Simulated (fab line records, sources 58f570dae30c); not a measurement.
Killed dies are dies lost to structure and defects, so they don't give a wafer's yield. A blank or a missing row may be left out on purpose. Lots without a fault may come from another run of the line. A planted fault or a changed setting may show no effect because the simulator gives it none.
Chamber matching | flow berkeley_cmos170 | UCB170_SCREENOX_WET_ETCH_00 on wet_bench-03: 4 sister chambers
The step etches SiO2 in dHF, time 200 s. 20 wafers are shown with their chamber, then 10 later ones without.

WAFERS WITH THEIR CHAMBER
wafer  | chamber | temp_c (C)
L796.1 | 2       | 25.09
L796.2 | 2       | 24.97
L796.6 | 2       | 24.91
L798.2 | 1       | 24.92
L798.3 | 1       | 25.07
L798.5 | 1       | 25.08
L799.4 | 3       | 25.02
L799.5 | 3       | 24.80
L799.6 | 3       | 24.97
L800.2 | 1       | 25.05
L800.5 | 1       | 24.81
L800.6 | 1       | 25.07
L802.3 | 2       | 25.04
L802.5 | 2       | 25.06
L802.6 | 2       | 24.96
L804.2 | 0       | 24.96
L804.4 | 0       | 25.01
L804.6 | 0       | 24.99
L805.1 | 0       | 25.11
L805.4 | 0       | 25.14

SIGNATURES (means of the wafers above)
reading | chamber 0 | chamber 1 | chamber 2 | chamber 3 | scatter within a chamber
temp_c  | 25.0420   | 25.0000   | 25.0050   | 24.9300   | 0.0923
Rule: a wafer's distance from a chamber is the root of the sum, over the readings, of the square of ((its reading less the chamber's mean) divided by the reading's scatter). The wafer belongs to the nearest chamber; if the next one is less than 2 further off, it can't be placed. The scatter: the root of (the sum of the squares of (reading less its chamber's mean) over the shown wafers, divided by (wafers less chambers)).

WAFERS WITHOUT THEIR CHAMBER
wafer  | temp_c (C)
L805.5 | 25.12
L803.1 | 25.08
L803.3 | 25.13
L803.5 | 25.13
L806.4 | 25.13
L806.5 | 25.17
L806.6 | 25.11
L811.2 | 25.04
L811.3 | 24.98
L811.5 | 24.98

WHICH CHAMBER EACH WENT THROUGH
wafer  | from the rows above               | in truth
L805.5 | can't be placed: 0 or 2 or 1 or 3 | 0
L803.1 | can't be placed: 0 or 2 or 1 or 3 | 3
L803.3 | can't be placed: 0 or 2 or 1 or 3 | 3
L803.5 | can't be placed: 0 or 2 or 1 or 3 | 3
L806.4 | can't be placed: 0 or 2 or 1 or 3 | 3
L806.5 | can't be placed: 0 or 2 or 1 or 3 | 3
L806.6 | can't be placed: 0 or 2 or 1 or 3 | 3
L811.2 | can't be placed: 0 or 2 or 1 or 3 | 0
L811.3 | can't be placed: 1 or 2 or 3 or 0 | 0
L811.5 | can't be placed: 1 or 2 or 3 or 0 | 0
Placed correctly: 0 of 10. Can't be placed from these rows: 10 (the true chamber is among the candidates in 10). Placed wrongly: 0.
